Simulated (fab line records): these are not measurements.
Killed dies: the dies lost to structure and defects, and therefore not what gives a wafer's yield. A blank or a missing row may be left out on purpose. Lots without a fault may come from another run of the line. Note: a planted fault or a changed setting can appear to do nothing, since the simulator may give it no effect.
8D (eight disciplines) problem report, filled in by code ; flow berkeley cmos170 ; the parts of the form that need people (team, actions taken, sign-off) are left out

1. THE ISSUE
Mean PVT_TW at UCB170_PVT_TW_MEAS_09: 467 over 6 wafers in 2 lots; fault-free wafers: 509, standard deviation 5.6. Relative to the usual mean, that is a shift of -7.5 standard deviations.
Seen first at day 7 22:38 on film metro-01, wafer L254.1. At this step, 42 wafers from 14 lots have a number in the record. Rule for "out", or "out of limits": more than 4 standard deviations from the usual mean. The other wafers with a number count as sound.

2. WHAT IT IS AND WHAT IT IS NOT
question;is;is not
which readings at this step;PVT_TW;-
which lots;L254, L257;L244, L245, L247, L251, L253, L256, L259, L261, L262, L263, L264, L266
which wafers of those lots;all that have a number;-
read on which gauges;film metro-01, film metro-04;film metro-02
when;from day 7 22:38;"up to then (15 sound wafers); but 21 sound wafers of L256, L259, L261, L262, L263, L264, L266 came after"

3. SUSPECTS, AND WHAT RULES EACH OUT
Counting: a tool at a process step up to the reading stays a suspect if it ran every lot that is out and no sound lot after the first of them.
- the gauge at UCB170_PVT_TW_MEAS_09 has been ruled out. 2 gauges (film metro-01, film metro-04) read the wafers that are out.
- implanter-04 at UCB170_PVT_IMPLANT_07: kept. All lots that are out passed through it, beginning with L254 at day 7 22:23, and no sound lot followed; its final sound lot before that point was L247 at day 6 10:34. On those wafers its own readings are out: beam on s, faraday current uA.
Left after counting: implanter-04 at UCB170_PVT_IMPLANT_07.

4. THE CAUSE (what the simulator had put in)
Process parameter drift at UCB170_PVT_IMPLANT_07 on implanter-04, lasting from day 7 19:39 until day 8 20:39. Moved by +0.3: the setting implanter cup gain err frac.
Counting left only this tool.

5. THE CHAIN OF EFFECTS, in route order
Rows list readings where the struck wafers' mean (over those with a number) sits beyond 3 standard deviations from the usual. Readings are gone through only where the record gives a usual standard deviation; hours: the median, over the lots, of the time from a lot's start at the first step in this table giving one to that lot's start at this step; sigmas: the change measured in usual standard deviations.
hours;step;reading;usual;on struck wafers;change;sigmas
0;UCB170_PVT_IMPLANT_07;beam on s;10.01 s;7.75;-2.26;-13
0;UCB170_PVT_IMPLANT_07;faraday current uA;6.34;8.19;+1.85;+17
0;UCB170_PVT_TW_MEAS_09;PVT_TW;509;467;-42;-7.5
It contains these process steps:
- UCB170_PVT_IMPLANT_07
Later measuring or inspecting steps at which every struck wafer that the step has a row for has a number for every such reading, and none has moved that far: UCB170_GATE_THK_MEAS_05.

6. HOW IT WOULD HAVE BEEN CAUGHT EARLIER
Counted from the fault's start at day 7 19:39, it took 3 hours until the first out-of-limits reading at a measuring or inspecting step in this record, taken at day 7 22:38.
Tool's own readings at UCB170_PVT_IMPLANT_07, beam on s, faraday current uA: out on all struck wafers the step has rows for; an alarm limit on them would have tripped on the first.
Lots out: 2; of these, L257 started UCB170_PVT_IMPLANT_07 on implanter-04 after day 7 22:38. It would have been spared by a hold on the tool at that moment.
